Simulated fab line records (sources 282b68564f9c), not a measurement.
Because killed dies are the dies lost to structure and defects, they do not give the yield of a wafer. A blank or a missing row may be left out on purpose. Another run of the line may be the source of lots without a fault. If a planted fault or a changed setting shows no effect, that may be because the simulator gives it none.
A struck lot beside a sound one / flow ritCmos / 43 steps out of a route of 202
Sound: the wafers L832.1, L832.2, L832.4. Wafers struck: L841.2, L841.3, L841.5. At the end, the cause is stated.
Order at every step that has rows: each side's tool, ch and its chambers, its first start. Under that, the readings that differ: sound wafers / struck wafers / difference of the means / sigmas: that difference in standard deviations of wafers without a fault.
alike: readings with means less than 2 such deviations apart, plus words and numbers identical on both sides. not compared: withheld readings, readings lacking a value on some wafer, bounds such as >300 that could conceal the same value, and numbers that have no deviation in the record and whose values overlap.
Wherever a step has rows on one side only, a row that says differs or no value, or a row with sigmas, the two part there. Non-overlapping numbers with no deviation appear without sigmas and do not part them. Lack of a reading on every wafer of one side parts them only where that side has two or more wafers.

first, 5 steps without rows for these wafers: RIT_PSD_COAT_01 (resist thk 1000 nm); RIT_PSD_SOFTBAKE_02 (time 60 s); RIT_PSD_EXPOSE_03 (exposes mask M10, target cd 40900 nm); RIT_PSD_PEB_04; RIT_PSD_DEVELOP_05 (develop time 50 s).
RIT_PSD_OVL_MEAS_06:
  sound: overlay-02 at day 4 13:26; struck: overlay-01 at day 7 01:19
  alike: PSD_OVL
then, 3 steps without rows for these wafers: RIT_PSD_HARDBAKE_07 (time 60 s); RIT_PSD_IMPLANT_08; RIT_PSD_STRIP_09 (strips in O2, time 180 s).
RIT_PSD_TW_MEAS_10:
  sound: filmMetro-02 at day 4 13:57; struck: filmMetro-02 at day 7 01:50
  alike: PSD_TW
then, 2 steps without rows for these wafers: RIT_SDANNEAL_CLEAN_00 (cleans in SC1, time 600 s); RIT_SDANNEAL_CLEAN_01 (cleans in dHF, time 30 s).
RIT_SDANNEAL_CLEAN_02: cleans in SC2, time 600 s.
  sound on wetBench-02 ch 2, day 4 14:13; struck on wetBench-02 ch 3, day 7 02:04
then, 1 step without rows for these wafers: RIT_SDANNEAL_RTA_03 (time 5 s).
RIT_SDANNEAL_RS_MEAS_04: measures by four-point-probe.
  sound: filmMetro-01 at day 4 14:28; struck: filmMetro-01 at day 7 02:19
  alike: PSD_RS
RIT_SDANNEAL_RS_MEAS_05: measures by four-point-probe.
  sound: filmMetro-01 at day 4 14:35; struck: filmMetro-01 at day 7 02:26
  alike: NSD_RS
RIT_SDANNEAL_RS_MEAS_06: measures by four-point-probe.
  sound: filmMetro-01 at day 4 14:43; struck: filmMetro-01 at day 7 02:34
  alike: PLDD_RS
RIT_SDANNEAL_RS_MEAS_07: measures by four-point-probe.
  sound: filmMetro-01 at day 4 14:50; struck: filmMetro-01 at day 7 02:41
  alike: NLDD_RS
then, 1 step without rows for these wafers: RIT_SILICIDE_WET_ETCH_00 (etches SiO2 in BOE, target depth 14 nm, time 15 s).
RIT_SILICIDE_SPUTTER_01: material Ti, target thk 30 nm, time 240 s.
  sound: pvdSputter-03 at day 4 14:58; struck: pvdSputter-01 at day 7 02:47
  alike: throttleValvePct
RIT_SILICIDE_RS_MEAS_02: measures by four-point-probe.
  sound: filmMetro-04 at day 4 15:07; struck: filmMetro-04 at day 7 02:58
  alike: SILICIDE_TI_RS
RIT_SILICIDE_THK_MEAS_03: measures by xrf.
  sound: filmMetro-04 at day 4 15:14; struck: filmMetro-04 at day 7 03:04
  alike: SILICIDE_TI_THK
RIT_SILICIDE_RTA_04: time 10 s, ramp up 5 s, ramp down 5 s.
  sound on rtpAnneal-01 ch 0, day 4 15:17; struck on rtpAnneal-02 ch 0, day 7 03:08
reading=wafer_temp_C_max; sound=652.3 652.3 652.6; struck=654.7 653.8 653.9; difference=+1.7; sigmas=+2
then, 2 steps without rows for these wafers: RIT_SILICIDE_WET_ETCH_05 (etches Ti in SPM, time 120 s); RIT_SILICIDE_RTA_06 (time 10 s, ramp up 5 s, ramp down 10 s).
RIT_CONTACT_CVD_00: deposits SiO2 from TEOS, target thk 400 nm, time 61 s.
  sound on pecvd-02 ch 0,1, day 4 15:28; struck on pecvd-03 ch 0,2, day 7 03:18
  alike: heaterPowerW, rfFwdPowerW
RIT_CONTACT_THK_MEAS_01:
  sound: filmMetro-04 at day 4 15:31; struck: filmMetro-03 at day 7 03:22
  alike: CONTACT_TEOS_THK
then, 6 steps without rows for these wafers: RIT_CONTACT_HMDS_02 (prime time 60 s); RIT_CONTACT_COAT_03 (resist thk 1000 nm); RIT_CONTACT_SOFTBAKE_04 (time 60 s); RIT_CONTACT_EXPOSE_05 (exposes mask M11, target cd 1000 nm); RIT_CONTACT_PEB_06; RIT_CONTACT_DEVELOP_07 (develop time 120 s).
RIT_CONTACT_CD_MEAS_08: the cd target is 1000 nm.
  sound: cdSem-02 at day 4 17:02; struck: cdSem-02 at day 7 04:38
  alike: cdNm
RIT_CONTACT_OVL_MEAS_09:
  sound: overlay-01 at day 4 17:09; struck: overlay-02 at day 7 04:44
  alike: CONTACT_OVL
then, 1 step without rows for these wafers: RIT_CONTACT_HARDBAKE_10 (time 60 s).
RIT_CONTACT_ETCH_11: etches SiO2 in CHF3/CF4/Ar, stops on TiSi2, target depth 480 nm, time 320 s.
  sound on rieDiel-04 ch 1,2,3, day 4 17:20; struck on rieDiel-01 ch 0,1,2, day 7 04:55
  alike: CHF3_flow_sccm, drypumpMotorCurrentA, mfcArSccm, oesProductAu, rfFwdPowerW, throttleValvePct
  not compared: rfHoursCounterH
RIT_CONTACT_STRIP_12: strips in O2, time 180 s.
  sound on plasmaAsher-02 ch 0,1, day 4 17:32; struck on plasmaAsher-03 ch 0,1, day 7 05:07
  alike: drypumpMotorCurrentA
  not compared: rfHoursCounterH
RIT_CONTACT_CD_MEAS_90: the cd target is 1000 nm.
  sound: cdSem-01 at day 4 17:43; struck: cdSem-01 at day 7 05:19
  alike: cdNm
then, 3 steps without rows for these wafers: RIT_CONTACT_CLEAN_13 (cleans in SC1, time 600 s); RIT_CONTACT_CLEAN_14 (cleans in SC2, time 600 s); RIT_M1_SPUTTER_00 (material Al, target thk 400 nm, time 500 s).
RIT_M1_PROBE_99:
  sound: prober-01 at day 4 22:28; struck: prober-01 at day 7 09:59
reading=killedAtContacts; sound=2 0 0; struck=0 0 0; difference=-1; sigmas=-2
reading=killedAtFrontEnd; sound=3 9 3; struck=37 49 38; difference=+36; sigmas=+12
reading=killedDies; sound=5 9 3; struck=37 49 38; difference=+36; sigmas=+12
reading=killedOnRim; sound=1 1 0; struck=11 15 14; difference=+13; sigmas=+8
reading=killedOpen; sound=2 5 0; struck=5 12 7; difference=+6; sigmas=+2
  alike: killed_at_M0_to_M3, killedShort

## WHERE THEY PART
At RIT_SILICIDE_RTA_04 first; at RIT_M1_PROBE_99 last (within this record only).

WHY: what the simulator had put in
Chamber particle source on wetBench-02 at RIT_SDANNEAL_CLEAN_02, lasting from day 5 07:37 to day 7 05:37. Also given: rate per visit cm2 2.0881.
